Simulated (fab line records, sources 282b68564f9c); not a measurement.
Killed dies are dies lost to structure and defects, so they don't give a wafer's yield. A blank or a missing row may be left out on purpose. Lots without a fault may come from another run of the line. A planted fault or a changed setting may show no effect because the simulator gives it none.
A struck lot beside a sound one | flow rit_cmos | 13 steps out of a route of 202
Sound: wafers L110.3, L110.5, L110.6. Struck: wafers L101.3, L101.4, L101.5. The cause comes at the end.
At each step with rows: each side's tool, then ch and its chambers, then its first start. Under that, the readings that differ: sound wafers | struck wafers | difference of the means | sigmas: that difference in standard deviations of wafers without a fault.
alike: readings whose means differ by less than 2 such deviations, and words and numbers that are the same on both sides. not compared: withheld readings, readings that some wafer has no value for, bounds like >300 that may hide the same value, and numbers for which the record gives no deviation and whose values overlap.
The two part at a step that has a row with sigmas, a row that says differs or no value, or rows on one side only. Numbers that don't overlap but have no deviation are shown without sigmas and don't part them. A reading that every wafer of one side lacks parts them only if that side has two wafers or more.

first, 2 steps without rows for these wafers: RIT_PLDD_PEB_04; RIT_PLDD_DEVELOP_05 (develop time 50 s).
RIT_PLDD_OVL_MEAS_06:
  sound on overlay-02, day 6 19:13; struck on overlay-02, day 4 20:04
  alike: PLDD_OVL
then, 2 steps without rows for these wafers: RIT_PLDD_HARDBAKE_07 (time 60 s); RIT_PLDD_IMPLANT_08.
RIT_PLDD_STRIP_09: strips in O2, time 180 s.
  sound on plasma_asher-02 ch 0,1, day 6 19:35; struck on plasma_asher-01 ch 0,1, day 4 20:27
  alike: drypump_motor_current_A
  not compared: rf_hours_counter_h
RIT_PLDD_TW_MEAS_10:
  sound on film_metro-04, day 6 19:44; struck on film_metro-03, day 4 20:35
  alike: PLDD_TW
then, 4 steps without rows for these wafers: RIT_SPACER_CLEAN_00 (cleans in SC1, time 600 s); RIT_SPACER_CLEAN_01 (cleans in dHF, time 30 s); RIT_SPACER_CLEAN_02 (cleans in SC2, time 600 s); RIT_SPACER_CVD_03 (deposits Si3N4 from SiH2Cl2/NH3, target thk 250 nm, time 3300 s).
RIT_SPACER_THK_MEAS_04:
  sound on film_metro-03, day 6 22:07; struck on film_metro-04, day 4 22:57
  alike: SPACER_NITRIDE_THK
RIT_SPACER_ETCHBACK_05: etches Si3N4 in SF6/CHF3, stops on SiO2, target depth 250 nm, time 240 s.
  sound on rie_diel-01 ch 2,3, day 6 22:09; struck on rie_diel-04 ch 1,2,3, day 4 22:59
  no value came back on the struck wafers for any of 5 readings (CHF3_flow_sccm (sccm), SF6_flow_sccm (sccm) and others); on the sound wafers CHF3_flow_sccm (sccm) reads 29.97 30.01 30.04
  reading                                     | sound             | struck            | difference | sigmas
  model.poly-Si_of_GATE_CVD_08.thk_nm (nm)    | 168.6 166.4 169.3 | 231.6 232.8 229.5 | +63.2      |
  model.Si3N4_of_SPACER_CVD_03.thk_nm (nm)    | 198.6 195.8 196.5 | 248.9 248.8 249.5 | +52.1      |
  model.SiO2_of_FOX2_OXIDATION_00.thk_nm (nm) | 175.2 175.1 180.5 | 229.9 227.6 226.1 | +50.9      |
  not compared: rf_hours_counter_h

WHERE THEY PART
Only at RIT_SPACER_ETCHBACK_05, within this record.

WHY: what the simulator had put in
Skipped step whole: rie_diel-04, from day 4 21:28 on, at RIT_SPACER_ETCHBACK_05. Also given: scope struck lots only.
